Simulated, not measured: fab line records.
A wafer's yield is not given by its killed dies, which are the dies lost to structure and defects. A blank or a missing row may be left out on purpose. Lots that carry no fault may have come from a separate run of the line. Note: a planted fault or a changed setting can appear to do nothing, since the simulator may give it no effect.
Split-lot study	flow berkeley cmos170	route with 331 steps; 5 lots, 23 wafers read

ABOUT THE SPLIT
At UCB170_SACOX_OXIDATION_01 (target thk 14.4 nm, ox time 2400 s), the setting ox time s was moved away from the recipe's 2400 s on 15 of the 23 wafers read, by -14.5% to +6.7%. This setting was run at the recipe's value on the other wafers.

The reading is taken at the split's own step.

THE READING
SiO2_of_SACOX_OXIDATION_01.thk nm (the simulator's own value, which no gauge read), in nm, at UCB170_SACOX_OXIDATION_01 (target thk 14.4 nm, ox time 2400 s). The file gives no usual value for it. The 8 wafers here that ran the recipe average 14.80 nm, standard deviation 0.12 nm.

wafer	tool, chamber at the split	ox time s as run, s	against the recipe	SiO2_of_SACOX_OXIDATION_01.thk nm, nm	against lot-mates on the recipe
L074.1	-, -	2052	-14.5%	13.33	no lot-mate on the recipe
L074.2	-, -	2052	-14.5%	13.27	no lot-mate on the recipe
L074.4	-, -	2052	-14.5%	13.34	no lot-mate on the recipe
L074.5	-, -	2052	-14.5%	13.35	no lot-mate on the recipe
L074.6	-, -	2052	-14.5%	13.2	no lot-mate on the recipe
L076.1	-, -	2400	recipe	14.91	-
L076.2	-, -	2400	recipe	14.95	-
L076.3	-, -	2400	recipe	14.71	-
L076.4	-, -	2400	recipe	14.98	-
L076.6	-, -	2400	recipe	14.83	-
L081.1	-, -	2270	-5.4%	13.46	no lot-mate on the recipe
L081.2	-, -	2270	-5.4%	13.26	no lot-mate on the recipe
L081.3	-, -	2270	-5.4%	13.45	no lot-mate on the recipe
L081.5	-, -	2270	-5.4%	13.44	no lot-mate on the recipe
L081.6	-, -	2270	-5.4%	13.51	no lot-mate on the recipe
L082.1	furnace-01, 0	2400	recipe	14.64	-
L082.2	furnace-01, 0	2400	recipe	14.72	-
L082.4	furnace-01, 0	2400	recipe	14.7	-
L084.1	-, -	2560	+6.7%	15.41	no lot-mate on the recipe
L084.3	-, -	2560	+6.7%	15.42	no lot-mate on the recipe
L084.4	-, -	2560	+6.7%	15.25	no lot-mate on the recipe
L084.5	-, -	2560	+6.7%	15.31	no lot-mate on the recipe
L084.6	-, -	2560	+6.7%	15.52	no lot-mate on the recipe

FIT RESULTS
A straight line over all 23 wafers: SiO2_of_SACOX_OXIDATION_01.thk nm changes by +0.108 nm for each +1% of ox time s; r = +0.92; the points scatter about the line by 0.36 nm.
Too few moved wafers have a lot-mate on the recipe to fit a line with each lot's own level taken away.

FILE'S OWN FIT
SiO2_of_SACOX_OXIDATION_01.thk nm changes by +0.108 nm for each +1% of ox time s, r = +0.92.
